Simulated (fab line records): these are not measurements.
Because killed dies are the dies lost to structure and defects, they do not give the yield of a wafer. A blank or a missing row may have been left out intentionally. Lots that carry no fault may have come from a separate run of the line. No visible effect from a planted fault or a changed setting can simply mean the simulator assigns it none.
fab line records    flow ritCmos
[record] lots = 6  wafers = 18  lastDay = 7
route steps=202 shown PLDD@118 SPACER@125 NSD@131 PSD@142 SDANNEAL@153 SILICIDE@161 M1@202
lots with no fault: from the same line, run without faults
startH: hours from the record's first day to the start of the lot's first wafer shown    waitH: hours from the lot's prior step to this one    " identical to the entry in the row above    L1.1+2: a single row standing in for several wafers    - no value present, or no start provided    * or withheld: withheld    < > ~ a bound
route shown NAME@n: names a module that has steps shown in the file, with the first one's number in the route    usual: the fault-free wafers' mean and standard deviation    same: alike in all rows    chamber/n: place in a boat    sites: per-site readings    _std_site: their standard deviation    _edge_site: the outer-site mean with the inner-site mean subtracted    radiusMm: for every site, how far away it sits from the centre of the wafer    mask NAME#n: copy n    behind: the last tool/chamber to shape the wafer    hold: reason for holding the lot/hours on hold/outcome of the hold    device: the transistor (n, p or np) that didn't switch    end of line: tests run on the same wafers once the route is complete    a step without rows: its recipe alone    killed: dies that structure and defects cost at the first sort, which is not the same as the wafer's yield    map: a wafer's dies, marking killed ones x, the rest . and places with no die _
set.NAME: the setting that was run; set.NAME@STEP: the one run at that earlier step    model.NAME: the simulator's own value behind a step, which no gauge read
certain route steps with their lots: each step a table, each wafer a row
services: the hour from which a tool's chamber was out of use, counted from the record's first day as startH (under 0 if before that day), plus the number of hours and why
[[steps]]
[step RIT_PLDD_PEB_04]
[recipe] resist = NOVOLAK  tempC = withheld  timeS = withheld
[step RIT_PLDD_DEVELOP_05]
[recipe] resist = NOVOLAK  developTimeS = 50  devTempC = 23
[step RIT_PLDD_OVL_MEAS_06]
[usual] PLDD_OVL = -0.7/1.4
lot.wafer  tool        chamber  startH  waitH  PLDD_OVL[nm]
L444.3     overlay-01  -        72.09   -      -1.7
L444.4     "           -        "       "      -2.1
L444.5     "           -        "       "      -1.5
L445.2     overlay-02  -        78.54   -      -1.1
L445.5     "           -        "       "      -0.5
L445.6     "           -        "       "      -0.1
L448.2     overlay-01  -        92.48   -      -2.5
L448.4     "           -        "       "      -3.0
L448.6     "           -        "       "      -1.8
L459.1     overlay-02  -        149.79  -      1.6
L459.5     "           -        "       "      1.7
L459.6     "           -        "       "      1.0
L460.2     overlay-01  -        154.91  -      -1.9
L460.3     "           -        "       "      -1.0
L460.6     "           -        "       "      -1.5
L461.1     overlay-02  -        162.06  -      -1.4
L461.2     "           -        "       "      -2.2
L461.5     "           -        "       "      -2.0
[step RIT_PLDD_HARDBAKE_07]
[recipe] resist = NOVOLAK  tempC = 140  timeS = 60
[step RIT_PLDD_IMPLANT_08]
[recipe] species = BF2  energyKev = 20  doseCm2 = 9e+14  tiltDeg = 7
[step RIT_PLDD_STRIP_09]
[recipe] chemistry = O2  timeS = 180  resist = NOVOLAK  platenTempC = withheld  powerW = 500  pressureMtorr = 4000  o2FlowSccm = 4000
[usual] drypumpMotorCurrentA = 5.70/0.22
lot.wafer  tool            chamber  startH  waitH  drypumpMotorCurrentA  rfHoursCounterH
L444.3     plasmaAsher-03  1        72.48   0.1    5.47                  -
L444.4     "               0        "       "      5.95                  -
L444.5     "               0        "       "      5.96                  -
L445.2     plasmaAsher-02  0        78.87   0.1    5.61                  35
L445.5     "               0        "       "      5.63                  -
L445.6     "               1        "       "      5.55                  -
L448.2     plasmaAsher-01  0        92.81   0.1    6.16                  32
L448.4     "               1        "       "      5.73                  -
L448.6     "               0        "       "      6.16                  -
L459.1     plasmaAsher-02  1        150.13  0.1    5.55                  3
L459.5     "               1        "       "      5.55                  -
L459.6     "               0        "       "      5.62                  -
L460.2     plasmaAsher-03  0        155.24  0.1    5.93                  51
L460.3     "               0        "       "      5.97                  -
L460.6     "               1        "       "      5.46                  -
L461.1     plasmaAsher-02  1        162.40  0.1    5.55                  5
L461.2     "               0        "       "      5.61                  5
L461.5     "               1        "       "      5.55                  -
[step RIT_PLDD_TW_MEAS_10]
[usual] PLDD_TW = 2330/12
lot.wafer  tool          chamber  startH  waitH  PLDD_TW
L444.3     filmMetro-04  -        72.61   0.1    2294
L444.4     "             -        "       "      2314
L444.5     "             -        "       "      2311
L445.2     filmMetro-03  -        79.05   0.1    2331
L445.5     "             -        "       "      2348
L445.6     "             -        "       "      2336
L448.2     filmMetro-03  -        93.00   0.1    2350
L448.4     "             -        "       "      2344
L448.6     "             -        "       "      2335
L459.1     filmMetro-03  -        150.30  0.1    2336
L459.5     "             -        "       "      2342
L459.6     "             -        "       "      2344
L460.2     filmMetro-04  -        155.42  0.1    2320
L460.3     "             -        "       "      2323
L460.6     "             -        "       "      2328
L461.1     filmMetro-02  -        162.57  0.1    2304
L461.2     "             -        "       "      2315
L461.5     "             -        "       "      2327
[step RIT_SPACER_CLEAN_00]
[recipe] chemistry = SC1  mix = 3:3:50  timeS = 600  tempC = 75
[step RIT_SPACER_CLEAN_01]
[recipe] chemistry = dHF  dilution = 50:1  timeS = 30
[step RIT_SPACER_CLEAN_02]
[recipe] chemistry = SC2  mix = 3:3:50  timeS = 600  tempC = 75  dry = n2Spin
[step RIT_SPACER_CVD_03]
[recipe] material = Si3N4  targetThkNm = 250  tempC = 810  precursor = SiH2Cl2/NH3  timeS = 3300  pressureMtorr = 300  sih2cl2FlowSccm = 60  nh3FlowSccm = 150
[step RIT_SPACER_THK_MEAS_04]
[recipe] reads = Si3N4_of_SPACER_CVD_03
[usual] SPACER_NITRIDE_THK = 250.5/2
lot.wafer  tool          chamber  startH  waitH  SPACER_NITRIDE_THK[nm]
L444.3     filmMetro-02  -        74.97   0.0    249.6
L444.4     "             -        "       "      249.6
L444.5     "             -        "       "      252.3
L445.2     filmMetro-01  -        81.39   0.0    249.2
L445.5     "             -        "       "      250.1
L445.6     "             -        "       "      250.7
L448.2     filmMetro-02  -        95.51   0.0    247.2
L448.4     "             -        "       "      248.2
L448.6     "             -        "       "      249.7
L459.1     filmMetro-01  -        152.66  0.0    251.4
L459.5     "             -        "       "      248.9
L459.6     "             -        "       "      251.6
L460.2     filmMetro-04  -        157.80  0.0    250.8
L460.3     "             -        "       "      253.0
L460.6     "             -        "       "      253.1
L461.1     filmMetro-02  -        166.23  0.0    251.4
L461.2     "             -        "       "      251.2
L461.5     "             -        "       "      251.1
[step RIT_SPACER_ETCHBACK_05]
[recipe] targetDepthA = 2500  SF6_flow_sccm = 30  CHF3_flow_sccm = 30  target = Si3N4  chemistry = SF6/CHF3  pressureMtorr = 40  rfW = 250  timeS = 230.9  stopOn = SiO2
[usual] SF6_flow_sccm = 29.99/0.087  drypumpMotorCurrentA = 5.8/0.43  oesProductAu = 0.869/0.016  rfFwdPowerW = 249.2/0.78  throttleValvePct = 10.29/0.12
lot.wafer  tool        chamber  startH  waitH  SF6_flow_sccm  drypumpMotorCurrentA  oesProductAu  rfFwdPowerW  rfHoursCounterH  throttleValvePct  model.poly-Si_of_GATE_CVD_08.thkNm  model.Si3N4_of_SPACER_CVD_03.thkNm
L444.3     rieDiel-02  0        75.01   0.0    30.05          5.3                   0.854         249.1        4                10.34             167.2                               198.2
L444.4     "           3        "       "      30.06          6.0                   0.880         248.2        119              10.47             168.3                               197.3
L444.5     "           0        "       "      30.16          5.3                   0.853         249.4        -                10.34             169.6                               200.5
L445.2     rieDiel-03  1        81.44   0.0    30.03          6.0                   0.862         290.1        58               10.21             160.4                               193.8
L445.5     "           2        "       "      29.83          6.0                   0.884         288.0        -                10.26             162                                 194
L445.6     "           1        "       "      29.87          6.1                   0.862         289.5        -                10.22             161.9                               194.8
L448.2     rieDiel-03  3        95.56   0.0    29.89          5.8                   0.850         289.4        66               10.18             159.7                               191.1
L448.4     "           1        "       "      29.96          6.0                   0.854         287.8        59               10.22             162.4                               192.9
L448.6     "           1        "       "      30.04          6.1                   0.851         289.3        -                10.21             159.9                               193.4
L459.1     rieDiel-01  3        152.72  0.1    30.04          5.5                   0.884         247.8        6                10.54             171.6                               198.8
L459.5     "           3        "       "      29.98          5.6                   0.878         248.7        -                10.52             172.6                               197.2
L459.6     "           0        "       "      30.18          5.5                   0.876         249.7        -                10.31             173.9                               199.6
L460.2     rieDiel-01  3        157.85  0.0    29.90          5.6                   0.881         248.0        6                10.51             172.3                               199.5
L460.3     "           2        "       "      29.98          5.7                   0.891         248.8        57               10.41             171.1                               200.9
L460.6     "           0        "       "      30.03          5.5                   0.884         249.0        -                10.29             171.9                               201.8
L461.1     rieDiel-03  1        166.29  0.1    30.06          6.1                   0.866         249.5        60               10.21             168.8                               199.5
L461.2     "           2        "       "      29.96          6.1                   0.883         248.5        139              10.26             169.9                               198.9
L461.5     "           1        "       "      30.04          6.1                   0.865         250.2        -                10.21             168.7                               199.1
[step RIT_NSD_HMDS_00]
[recipe] primeTimeS = 60  primeTempC = 140
[step RIT_NSD_COAT_01]
[recipe] resist = NOVOLAK  spinRpm = 3250  resistThkNm = 1000
[step RIT_NSD_SOFTBAKE_02]
[recipe] resist = NOVOLAK  tempC = 90  timeS = 60
[step RIT_NSD_EXPOSE_03]
[recipe] maskId = M9  na = 0.57  targetCdNm = 40700  doseMj = 250
[step RIT_NSD_PEB_04]
[recipe] resist = NOVOLAK  tempC = withheld  timeS = withheld
[step RIT_NSD_DEVELOP_05]
[recipe] resist = NOVOLAK  developTimeS = 50  devTempC = 23
[step RIT_NSD_OVL_MEAS_06]
[usual] NSD_OVL = -1.5/2
lot.wafer  tool        chamber  startH  waitH  NSD_OVL[nm]
L444.3     overlay-02  -        76.02   -      -1.4
L444.4     "           -        "       "      0.3
L444.5     "           -        "       "      -1.7
L445.2     overlay-01  -        82.45   -      -1.1
L445.5     "           -        "       "      -1.4
L445.6     "           -        "       "      0.0
L448.2     overlay-02  -        96.79   -      0.1
L448.4     "           -        "       "      0.4
L448.6     "           -        "       "      -1.1
L459.1     overlay-01  -        153.72  -      -4.6
L459.5     "           -        "       "      -3.2
L459.6     "           -        "       "      -3.5
L460.2     overlay-02  -        158.98  -      -1.4
L460.3     "           -        "       "      -1.4
L460.6     "           -        "       "      -1.1
L461.1     overlay-01  -        167.41  -      -2.6
L461.2     "           -        "       "      -5.3
L461.5     "           -        "       "      -3.4
[step RIT_NSD_HARDBAKE_07]
[recipe] resist = NOVOLAK  tempC = 140  timeS = 60
[step RIT_NSD_IMPLANT_08]
[recipe] species = P  energyKev = 25  doseCm2 = 1e+15  tiltDeg = 7
[step RIT_NSD_STRIP_09]
[recipe] chemistry = O2  timeS = 180  resist = NOVOLAK  platenTempC = withheld  powerW = 500  pressureMtorr = 4000  o2FlowSccm = 4000
[usual] drypumpMotorCurrentA = 5.6/0.4
lot.wafer  tool            chamber  startH  waitH  drypumpMotorCurrentA  rfHoursCounterH
L444.3     plasmaAsher-01  0        76.43   0.1    6.2                   -
L444.4     "               1        "       "      5.7                   -
L444.5     "               1        "       "      5.8                   -
L445.2     plasmaAsher-04  0        82.78   0.1    5.4                   49
L445.5     "               0        "       "      5.4                   -
L445.6     "               1        "       "      5.0                   -
L448.2     plasmaAsher-01  0        97.12   0.1    6.2                   33
L448.4     "               0        "       "      6.2                   -
L448.6     "               0        "       "      6.2                   -
L459.1     plasmaAsher-03  0        154.06  0.1    6.0                   51
L459.5     "               1        "       "      5.5                   -
L459.6     "               0        "       "      5.9                   -
L460.2     plasmaAsher-04  0        159.31  0.1    5.4                   58
L460.3     "               0        "       "      5.4                   -
L460.6     "               1        "       "      5.0                   -
L461.1     plasmaAsher-04  0        167.75  0.1    5.4                   59
L461.2     "               1        "       "      5.0                   59
L461.5     "               1        "       "      5.0                   -
[step RIT_NSD_TW_MEAS_10]
[usual] NSD_TW = 3100/16
lot.wafer  tool          chamber  startH  waitH  NSD_TW
L444.3     filmMetro-02  -        76.56   0.1    3121
L444.4     "             -        "       "      3104
L444.5     "             -        "       "      3104
L445.2     filmMetro-04  -        82.96   0.1    3081
L445.5     "             -        "       "      3084
L445.6     "             -        "       "      3065
L448.2     filmMetro-03  -        97.31   0.1    3098
L448.4     "             -        "       "      3117
L448.6     "             -        "       "      3111
L459.1     filmMetro-02  -        154.23  0.1    3066
L459.5     "             -        "       "      3068
L459.6     "             -        "       "      3070
L460.2     filmMetro-03  -        159.49  0.1    3105
L460.3     "             -        "       "      3117
L460.6     "             -        "       "      3103
L461.1     filmMetro-04  -        167.92  0.1    3114
L461.2     "             -        "       "      3099
L461.5     "             -        "       "      3111
[step RIT_PSD_HMDS_00]
[recipe] primeTimeS = 60  primeTempC = 140
[step RIT_PSD_COAT_01]
[recipe] resist = NOVOLAK  spinRpm = 3318  resistThkNm = 1000
[step RIT_PSD_SOFTBAKE_02]
[recipe] resist = NOVOLAK  tempC = 90  timeS = 60
[step RIT_PSD_EXPOSE_03]
[recipe] maskId = M10  na = 0.57  targetCdNm = 40900  doseMj = 250
[step RIT_PSD_PEB_04]
[recipe] resist = NOVOLAK  tempC = withheld  timeS = withheld
[step RIT_PSD_DEVELOP_05]
[recipe] resist = NOVOLAK  developTimeS = 50  devTempC = 23
[step RIT_PSD_OVL_MEAS_06]
[usual] PSD_OVL = -0.6/1.1
lot.wafer  tool        chamber  startH  waitH  PSD_OVL[nm]
L444.3     overlay-01  -        77.65   -      -0.3
L444.4     "           -        "       "      -1.6
L444.5     "           -        "       "      0.0
L445.2     overlay-02  -        84.00   -      1.0
L445.5     "           -        "       "      -0.8
L445.6     "           -        "       "      0.1
L448.2     overlay-02  -        98.21   -      -2.0
L448.4     "           -        "       "      -2.8
L448.6     "           -        "       "      -1.8
L459.1     overlay-01  -        155.35  -      -1.7
L459.5     "           -        "       "      -1.5
L459.6     "           -        "       "      -2.7
L460.2     overlay-02  -        160.40  -      0.7
L460.3     "           -        "       "      0.2
L460.6     "           -        "       "      1.0
L461.1     overlay-01  -        168.96  -      -0.2
L461.2     "           -        "       "      -1.5
L461.5     "           -        "       "      0.2
[step RIT_PSD_HARDBAKE_07]
[recipe] resist = NOVOLAK  tempC = 139.5  timeS = 60
[step RIT_PSD_IMPLANT_08]
[recipe] species = BF2  energyKev = 27  doseCm2 = 5e+15  tiltDeg = 7
[step RIT_PSD_STRIP_09]
[recipe] chemistry = O2  timeS = 180  resist = NOVOLAK  platenTempC = withheld  powerW = 500  pressureMtorr = 4000  o2FlowSccm = 4000
[usual] drypumpMotorCurrentA = 5.7/0.35
lot.wafer  tool            chamber  startH  waitH  drypumpMotorCurrentA  rfHoursCounterH
L444.3     plasmaAsher-01  0        78.04   0.1    6.2                   -
L444.4     "               1        "       "      5.8                   -
L444.5     "               0        "       "      6.2                   -
L445.2     plasmaAsher-04  0        84.33   0.1    5.4                   49
L445.5     "               1        "       "      5.1                   -
L445.6     "               0        "       "      5.4                   -
L448.2     plasmaAsher-01  1        98.54   0.1    5.8                   33
L448.4     "               1        "       "      5.8                   -
L448.6     "               0        "       "      6.2                   -
L459.1     plasmaAsher-01  0        155.69  0.1    6.2                   39
L459.5     "               1        "       "      5.8                   -
L459.6     "               0        "       "      6.2                   -
L460.2     plasmaAsher-02  0        160.73  0.1    5.6                   5
L460.3     "               0        "       "      5.6                   -
L460.6     "               1        "       "      5.6                   -
L461.1     plasmaAsher-01  0        169.30  0.1    6.2                   41
L461.2     "               1        "       "      5.8                   41
L461.5     "               0        "       "      6.2                   -
[step RIT_PSD_TW_MEAS_10]
[usual] PSD_TW = 3402/20
lot.wafer  tool          chamber  startH  waitH  PSD_TW
L444.3     filmMetro-03  -        78.17   0.1    3415
L444.4     "             -        "       "      3411
L444.5     "             -        "       "      3420
L445.2     filmMetro-03  -        84.51   0.1    3431
L445.5     "             -        "       "      3437
L445.6     "             -        "       "      3426
L448.2     filmMetro-04  -        98.73   0.1    3406
L448.4     "             -        "       "      3424
L448.6     "             -        "       "      3420
L459.1     filmMetro-04  -        155.86  0.1    3387
L459.5     "             -        "       "      3402
L459.6     "             -        "       "      3381
L460.2     filmMetro-03  -        160.91  0.1    3428
L460.3     "             -        "       "      3452
L460.6     "             -        "       "      3427
L461.1     filmMetro-04  -        169.47  0.1    3426
L461.2     "             -        "       "      3416
L461.5     "             -        "       "      3421
[step RIT_SDANNEAL_CLEAN_00]
[recipe] chemistry = SC1  mix = 3:3:50  timeS = 600  tempC = 75
[step RIT_SDANNEAL_CLEAN_01]
[recipe] chemistry = dHF  dilution = 50:1  timeS = 30
[step RIT_SDANNEAL_CLEAN_02]
[recipe] chemistry = SC2  mix = 3:3:50  timeS = 600  tempC = 75  dry = n2Spin
lot.wafer  tool         chamber  startH  waitH  model.poly-Si_of_GATE_CVD_08.thkNm
L444.3     wetBench-02  0        78.40   0.0    162.9
L444.4     "            0        "       "      163.9
L444.5     "            0        "       "      165.2
L445.2     wetBench-04  3        84.75   0.0    156
L445.5     "            3        "       "      157.6
L445.6     "            3        "       "      157.5
L448.2     wetBench-04  0        99.18   0.0    155.3
L448.4     "            0        "       "      158.1
L448.6     "            0        "       "      155.6
L459.1     wetBench-04  2        156.12  0.0    167.3
L459.5     "            2        "       "      168.3
L459.6     "            2        "       "      169.7
L460.2     wetBench-02  1        161.17  0.0    167.9
L460.3     "            1        "       "      166.6
L460.6     "            1        "       "      167.5
L461.1     wetBench-02  3        169.72  0.0    164.5
L461.2     "            3        "       "      165.5
L461.5     "            3        "       "      164.3
[step RIT_SDANNEAL_RTA_03]
[recipe] tempC = 1050  timeS = 5  idleTempC = 600  rampUpCPerS = 342  rampDownCPerS = 171  coolToC = 600  ambient = N2
[usual] wafer_temp_C_max = 1053.4/1.2
lot.wafer  tool          chamber  startH  waitH  wafer_temp_C_max
L444.3     rtpAnneal-01  0        78.60   0.0    1053.2
L444.4     "             0        "       "      1052.6
L444.5     "             0        "       "      1053.1
L445.2     rtpAnneal-02  0        84.95   0.0    1055.1
L445.5     "             0        "       "      1052.7
L445.6     "             0        "       "      1051.9
L448.2     rtpAnneal-01  0        99.54   0.0    1053.1
L448.4     "             0        "       "      1053.1
L448.6     "             0        "       "      1053.8
L459.1     rtpAnneal-02  0        156.29  0.0    1052.6
L459.5     "             0        "       "      1055.7
L459.6     "             0        "       "      1055.2
L460.2     rtpAnneal-01  0        161.38  0.0    1053.2
L460.3     "             0        "       "      1053.8
L460.6     "             0        "       "      1054.2
L461.1     rtpAnneal-02  0        169.90  0.0    1052.4
L461.2     "             0        "       "      1053.1
L461.5     "             0        "       "      1055.7
[step RIT_SDANNEAL_RS_MEAS_04]
[recipe] thkMeasGauge = four-point-probe
[usual] PSD_RS = 115.9/0.33
lot.wafer  tool          chamber  startH  waitH  PSD_RS[ohm/sq]
L444.3     filmMetro-02  -        78.68   0.1    115.9
L444.4     "             -        "       "      115.7
L444.5     "             -        "       "      115.3
L445.2     filmMetro-03  -        85.02   0.1    116.0
L445.5     "             -        "       "      116.0
L445.6     "             -        "       "      116.0
L448.2     filmMetro-02  -        99.61   0.1    116.1
L448.4     "             -        "       "      116.1
L448.6     "             -        "       "      115.8
L459.1     filmMetro-03  -        156.35  0.0    115.4
L459.5     "             -        "       "      115.7
L459.6     "             -        "       "      116.0
L460.2     filmMetro-02  -        161.50  0.1    116.0
L460.3     "             -        "       "      116.0
L460.6     "             -        "       "      115.7
L461.1     filmMetro-03  -        169.96  0.0    115.7
L461.2     "             -        "       "      115.9
L461.5     "             -        "       "      115.7
[step RIT_SDANNEAL_RS_MEAS_05]
[recipe] thkMeasGauge = four-point-probe
[usual] NSD_RS = 84.5/0.31
lot.wafer  tool          chamber  startH  waitH  NSD_RS[ohm/sq]
L444.3     filmMetro-02  -        78.80   0.1    84.6
L444.4     "             -        "       "      84.7
L444.5     "             -        "       "      84.8
L445.2     filmMetro-03  -        85.14   0.1    85.0
L445.5     "             -        "       "      84.3
L445.6     "             -        "       "      84.9
L448.2     filmMetro-02  -        99.73   0.1    84.8
L448.4     "             -        "       "      84.6
L448.6     "             -        "       "      84.8
L459.1     filmMetro-03  -        156.47  0.1    84.5
L459.5     "             -        "       "      84.7
L459.6     "             -        "       "      84.8
L460.2     filmMetro-02  -        161.62  0.1    84.7
L460.3     "             -        "       "      84.7
L460.6     "             -        "       "      84.5
L461.1     filmMetro-03  -        170.08  0.1    83.7
L461.2     "             -        "       "      83.8
L461.5     "             -        "       "      83.7
[step RIT_SDANNEAL_RS_MEAS_06]
[recipe] thkMeasGauge = four-point-probe
[usual] PLDD_RS = 178.8/0.47
lot.wafer  tool          chamber  startH  waitH  PLDD_RS[ohm/sq]
L444.3     filmMetro-02  -        78.92   0.1    179.2
L444.4     "             -        "       "      178.1
L444.5     "             -        "       "      177.9
L445.2     filmMetro-03  -        85.26   0.1    179.2
L445.5     "             -        "       "      178.7
L445.6     "             -        "       "      178.8
L448.2     filmMetro-02  -        99.85   0.1    178.7
L448.4     "             -        "       "      179.0
L448.6     "             -        "       "      179.4
L459.1     filmMetro-03  -        156.59  0.1    178.3
L459.5     "             -        "       "      178.7
L459.6     "             -        "       "      179.0
L460.2     filmMetro-02  -        161.74  0.1    178.6
L460.3     "             -        "       "      179.0
L460.6     "             -        "       "      179.1
L461.1     filmMetro-03  -        170.20  0.1    178.3
L461.2     "             -        "       "      178.6
L461.5     "             -        "       "      179.0
[step RIT_SILICIDE_WET_ETCH_00]
[recipe] chemistry = BOE  target = SiO2  targetDepthNm = 14  timeS = 15  dry = n2Spin  dilution = 10:1  tempC = 21.5
lot.wafer  tool         chamber  startH  waitH  model.Si3N4_of_SPACER_CVD_03.thkNm
L444.3     wetBench-01  2        79.12   0.1    197.1
L444.4     "            2        "       "      196.1
L444.5     "            2        "       "      199.3
L445.2     wetBench-04  0        85.48   0.1    192.6
L445.5     "            0        "       "      192.8
L445.6     "            0        "       "      193.6
L448.2     wetBench-03  0        100.07  0.1    189.9
L448.4     "            0        "       "      191.8
L448.6     "            0        "       "      192.2
L459.1     wetBench-04  2        156.83  0.1    197.7
L459.5     "            2        "       "      196.1
L459.6     "            2        "       "      198.4
L460.2     wetBench-01  1        161.96  0.1    198.3
L460.3     "            1        "       "      199.7
L460.6     "            1        "       "      200.7
L461.1     wetBench-04  0        170.44  0.1    198.4
L461.2     "            0        "       "      197.8
L461.5     "            0        "       "      197.9
[step RIT_M1_PROBE_99]
[usual] killedAtFrontEnd = 7/3  killedDies = 7/3  killedOpen = 3.2/1.8  killedShort = 3.5/2.1
[same] grossDies = 264  killed_at_M0_to_M3 = 0  killed_at_M4_up = 0  killedAtBackSide = 0  killedAtContacts = 0  killedAtOther = 0
lot.wafer  tool       chamber  startH  waitH  killedAtFrontEnd  killedDies  killedOpen  killedShort  model.etest.pmos_0p15.rOnOhmUm  model.etest.nmos_0p15.rOnOhmUm  model.etest.nmos_0p3.rOnOhmUm  model.etest.pplusSal.widthNm  model.etest.nplusSal.widthNm  model.etest.pwellPinched.rsOhmSq  model.etest.nwellPinched.rsOhmSq  model.etest.fieldPMetal.vtV
L444.3     prober-02  -        86.10   0.2    10                10          7           3            2786                            1101                            2086                           3415                          3418                          459.8                             329.8                             -29.11
L444.4     prober-02  -        86.15   0.2    7                 7           3           4            2711                            1099                            2063                           3445                          3448                          462.9                             336                               -29.08
L444.5     prober-02  -        86.20   0.2    12                12          5           7            2600                            1053                            1998                           3413                          3401                          450.6                             328.6                             -29.68
L445.2     prober-01  -        92.54   0.1    14                14          6           8            2771                            1254                            2197                           3498                          3496                          471.8                             348.4                             -28.24
L445.5     prober-01  -        92.69   0.2    9                 9           4           5            2838                            1284                            2216                           3496                          3495                          474.1                             348.6                             -28.61
L445.6     prober-01  -        92.74   0.2    6                 6           3           3            2804                            1269                            2214                           3490                          3492                          477.2                             347.7                             -28.2
L448.2     prober-02  -        107.14  0.1    4                 4           3           1            2840                            1287                            2219                           3512                          3501                          488.8                             352.3                             -28.44
L448.4     prober-02  -        107.24  0.2    7                 7           3           4            2788                            1239                            2158                           3505                          3497                          485.2                             348                               -29.03
L448.6     prober-02  -        107.34  0.2    2                 2           0           2            2753                            1245                            2153                           3521                          3527                          482.9                             351                               -29.46
L459.1     prober-01  -        163.72  0.1    6                 6           3           3            2706                            1110                            2110                           3420                          3428                          459.4                             331.6                             -29.32
L459.5     prober-01  -        163.92  0.2    4                 4           2           2            2652                            1102                            2090                           3430                          3405                          454.7                             332.5                             -29.58
L459.6     prober-01  -        163.97  0.2    5                 5           2           3            2656                            1083                            2070                           3444                          3420                          453.2                             327.6                             -29.73
L460.2     prober-02  -        169.04  0.1    3                 3           1           2            2736                            1071                            2084                           3425                          3437                          455.5                             330                               -29.77
L460.3     prober-02  -        169.09  0.2    6                 6           3           3            2798                            1091                            2103                           3423                          3434                          448.6                             328                               -29.86
L460.6     prober-02  -        169.24  0.2    5                 5           3           2            2744                            1061                            2055                           3451                          3418                          442.6                             326.4                             -30.59
L461.1     prober-01  -        177.69  0.1    3                 3           2           1            2551                            1071                            2056                           3442                          3450                          459.1                             329                               -30.18
L461.2     prober-01  -        177.74  0.1    3                 3           0           3            2563                            1061                            2058                           3436                          3435                          461.2                             330.1                             -29.7
L461.5     prober-01  -        177.89  0.2    7                 7           3           4            2556                            1074                            2046                           3426                          3428                          452.2                             333.1                             -30.12
// killed by level:class
L444.3 GATE:geometricParticle:open=3 GATE:geometricParticle:short=2 FOX1:geometricParticle:open=1 FOX2:geometricParticle:open=1 REOX:geometricParticle:open=1 SILICIDE:geometricParticle:open=1 SILICIDE:geometricParticle:short=1
L444.4 GATE:geometricParticle:short=3 REOX:geometricParticle:open=2 SILICIDE:geometricParticle:short=1 SILICIDE:geometricParticle:open=1
L444.5 GATE:geometricParticle:open=2 GATE:geometricParticle:short=2 SPACER:geometricParticle:short=2 FOX1:geometricParticle:open=1 FOX1:geometricParticle:short=1 FOX2:geometricParticle:short=1 REOX:geometricParticle:short=1 SPACER:geometricParticle:open=1
L445.2 GATE:geometricParticle:short=4 FOX1:geometricParticle:open=3 GATE:geometricParticle:open=3 SILICIDE:geometricParticle:short=2 FOX1:geometricParticle:short=1 SPACER:geometricParticle:short=1
L445.5 FOX1:geometricParticle:open=3 GATE:geometricParticle:short=3 FOX1:geometricParticle:short=2 REOX:geometricParticle:open=1
L445.6 GATE:geometricParticle:open=2 FOX1:geometricParticle:short=1 REOX:geometricParticle:short=1 SPACER:geometricParticle:short=1 SILICIDE:geometricParticle:open=1
L448.2 FOX1:geometricParticle:open=2 FOX1:geometricParticle:short=1 SILICIDE:geometricParticle:open=1
L448.4 FOX1:geometricParticle:short=2 FOX1:geometricParticle:open=1 FOX2:geometricParticle:open=1 FOX2:geometricParticle:short=1 REOX:geometricParticle:open=1 SILICIDE:geometricParticle:short=1
L448.6 GATE:geometricParticle:short=1 SPACER:geometricParticle:short=1
L459.1 GATE:geometricParticle:open=2 FOX2:geometricParticle:open=1 FOX2:geometricParticle:short=1 GATE:geometricParticle:short=1 REOX:geometricParticle:short=1
L459.5 FOX1:geometricParticle:short=1 FOX2:geometricParticle:open=1 GATE:geometricParticle:short=1 REOX:geometricParticle:open=1
L459.6 FOX1:geometricParticle:open=2 SPACER:geometricParticle:short=2 FOX1:geometricParticle:short=1
L460.2 GATE:geometricParticle:open=1 SPACER:geometricParticle:short=1 SILICIDE:geometricParticle:short=1
L460.3 REOX:geometricParticle:open=2 SPACER:geometricParticle:short=2 FOX2:geometricParticle:open=1 SILICIDE:geometricParticle:short=1
L460.6 SPACER:geometricParticle:open=2 FOX1:geometricParticle:short=1 FOX2:geometricParticle:open=1 SILICIDE:geometricParticle:short=1
L461.1 REOX:geometricParticle:open=2 GATE:geometricParticle:short=1
L461.2 SPACER:geometricParticle:short=2 FOX2:geometricParticle:short=1
L461.5 FOX1:geometricParticle:open=3 GATE:geometricParticle:short=1 REOX:geometricParticle:short=1 SPACER:geometricParticle:short=1 SILICIDE:geometricParticle:short=1
[[services]]
tool            chamber  startH  hours  kind
rieDiel-02      1        58.30   5.1    repair
plasmaAsher-03  -        60.21   2.8    pm
plasmaAsher-03  -        81.50   28.1   pm
rieDiel-03      1        82.04   5.8    repair
rieDiel-02      1        90.58   3.9    repair
rieDiel-02      2        104.33  14.5   repair
rieDiel-01      -        107.19  14.6   pm
plasmaAsher-02  -        108.75  9.0    pm
plasmaAsher-02  0        108.75  9.0    ventCycle
plasmaAsher-02  1        108.75  9.0    ventCycle
plasmaAsher-02  0        117.75  -      clean
plasmaAsher-02  1        117.75  -      clean
rieDiel-01      -        122.60  1.5    repair
rieDiel-02      0        128.17  2.4    repair
plasmaAsher-03  -        131.59  9.1    repair
rieDiel-01      2        135.59  19.8   repair
wetBench-02     -        136.28  1.9    repair
rieDiel-02      1        143.58  -      clean
rieDiel-02      1        143.58  21.6   scheduledDown
rieDiel-02      1        143.58  21.6   ventCycle
rieDiel-02      2        143.72  1.5    repair
rieDiel-03      0        164.10  3.5    repair
[[key]]
[firstSign] step = RIT_SPACER_ETCHBACK_05  reading = rfFwdPowerW  direction = up  sigmas = 51  usual = 249.2  struck = 289.0
effect none on later readings
[modelEffect] step = RIT_SPACER_ETCHBACK_05  value = poly-Si_of_GATE_CVD_08.thkNm  without = 165.9  struck = 161.1
[modelEffect] step = RIT_SDANNEAL_CLEAN_02  value = poly-Si_of_GATE_CVD_08.thkNm  without = 161.6  struck = 156.7
[modelEffect] step = RIT_SILICIDE_WET_ETCH_00  value = Si3N4_of_SPACER_CVD_03.thkNm  without = 196.2  struck = 192.2
[modelEffect] step = RIT_M1_PROBE_99  value = etest.pmos_0p15.rOnOhmUm  without = 2626  struck = 2799
metAt RIT_SPACER_ETCHBACK_05
struckWafers L445.2,L445.5,L445.6,L448.2,L448.4,L448.6
testerLeftOut L445,L448
[fault] kind = processParameterDrift  tool = rieDiel-03  chamber = -  onsetH = 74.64  steps = RIT_SPACER_ETCHBACK_05  channel = rfW  offset = 40  shape = step  endH = 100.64  actsIn = theseRecipesOnly  stated = 250
// testerLeftOut: of these lots the tester's yield and bins aren't shown, on N5 and GAA mostly nor the transistor test; their killed dies are dies lost to structure and defects alone, not to doping, threshold or leakage, so they don't give the yield
